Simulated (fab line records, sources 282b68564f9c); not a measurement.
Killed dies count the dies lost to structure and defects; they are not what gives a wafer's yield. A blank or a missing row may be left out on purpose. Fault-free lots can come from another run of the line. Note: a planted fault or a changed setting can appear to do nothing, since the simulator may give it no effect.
Comparing a struck lot with a sound one ; flow rit-cmos ; 15 out of 202 route steps
Sound: these wafers, L802.1, L802.2, L802.6. Wafers L793.1, L793.5, L793.6 were the ones struck. The cause is given at the end.
Each step with rows lists, per side, the tool, then ch with its chambers, then its first start. Under that, the readings that differ: sound wafers ; struck wafers ; difference of the means ; sigmas: that difference in standard deviations of wafers without a fault.
alike: readings with means less than 2 such deviations apart, plus words and numbers identical on both sides. not compared: withheld readings, readings lacking a value on some wafer, bounds such as >300 that could conceal the same value, and numbers that have no deviation in the record and whose values overlap.
A row with sigmas, a row that says differs or no value, or rows on one side alone: a step with any of these is where the two part. Non-overlapping numbers with no deviation appear without sigmas and do not part them. A reading that every wafer of one side lacks parts them only if that side has two wafers or more.

first, 5 steps without rows for these wafers: RIT_NRETRO_COAT_01 (resist thk 1300 nm); RIT_NRETRO_SOFTBAKE_02 (time 60 s); RIT_NRETRO_EXPOSE_03 (exposes mask M4, target cd 43900 nm); RIT_NRETRO_PEB_04; RIT_NRETRO_DEVELOP_05 (develop time 68 s).
RIT_NRETRO_OVL_MEAS_06:
  struck on overlay-01, day 3 06:06; sound on overlay-01, day 5 04:07
  alike: NRETRO_OVL
then, 2 steps without rows for these wafers: RIT_NRETRO_HARDBAKE_07 (time 120 s); RIT_NRETRO_IMPLANT_08.
RIT_NRETRO_STRIP_09: strips in O2, time 180 s.
  sound on plasma-asher-03 ch 0,1, day 5 04:33; struck on plasma-asher-04 ch 0,1, day 3 06:32
  alike: drypump-motor-current-A
  not compared: rf-hours-counter-h
RIT_NRETRO_TW_MEAS_10:
  struck on film-metro-04, day 3 06:43; sound on film-metro-04, day 5 04:44
  alike: NRETRO_TW
then, 2 steps without rows for these wafers: RIT_PRETRO_HMDS_00 (prime time 60 s); RIT_PRETRO_COAT_01 (resist thk 1300 nm).
RIT_PRETRO_SOFTBAKE_02: time 60 s.
  sound on litho-track-01 ch 0, day 5 05:05; struck on litho-track-03 ch 0, day 3 07:04
reading;sound;struck;difference;sigmas
heater-power-total-W (W);34.64 34.59 34.62;35.07 35.11 35.10;+0.48;+9
plate-temp-C (C);89.86 89.82 89.92;90.81 90.81 90.68;+0.90;+7
then, 1 step without rows for these wafers: RIT_PRETRO_EXPOSE_03 (exposes mask M5, target cd 43700 nm).
RIT_M1_PROBE_99:
  struck on prober-02, day 4 09:09; sound on prober-01, day 6 08:40
  alike: killed_at_M0_to_M3, killed-at-contacts, killed-at-front-end, killed-dies, killed-open, killed-short

WHERE THEY PART
Within this record, at RIT_PRETRO_SOFTBAKE_02 only. Later steps at which nothing parts them and some readings are alike: RIT_M1_PROBE_99.

WHY: the cause the simulator had injected
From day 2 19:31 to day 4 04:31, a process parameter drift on litho-track-03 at RIT_PRETRO_SOFTBAKE_02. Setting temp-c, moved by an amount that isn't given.
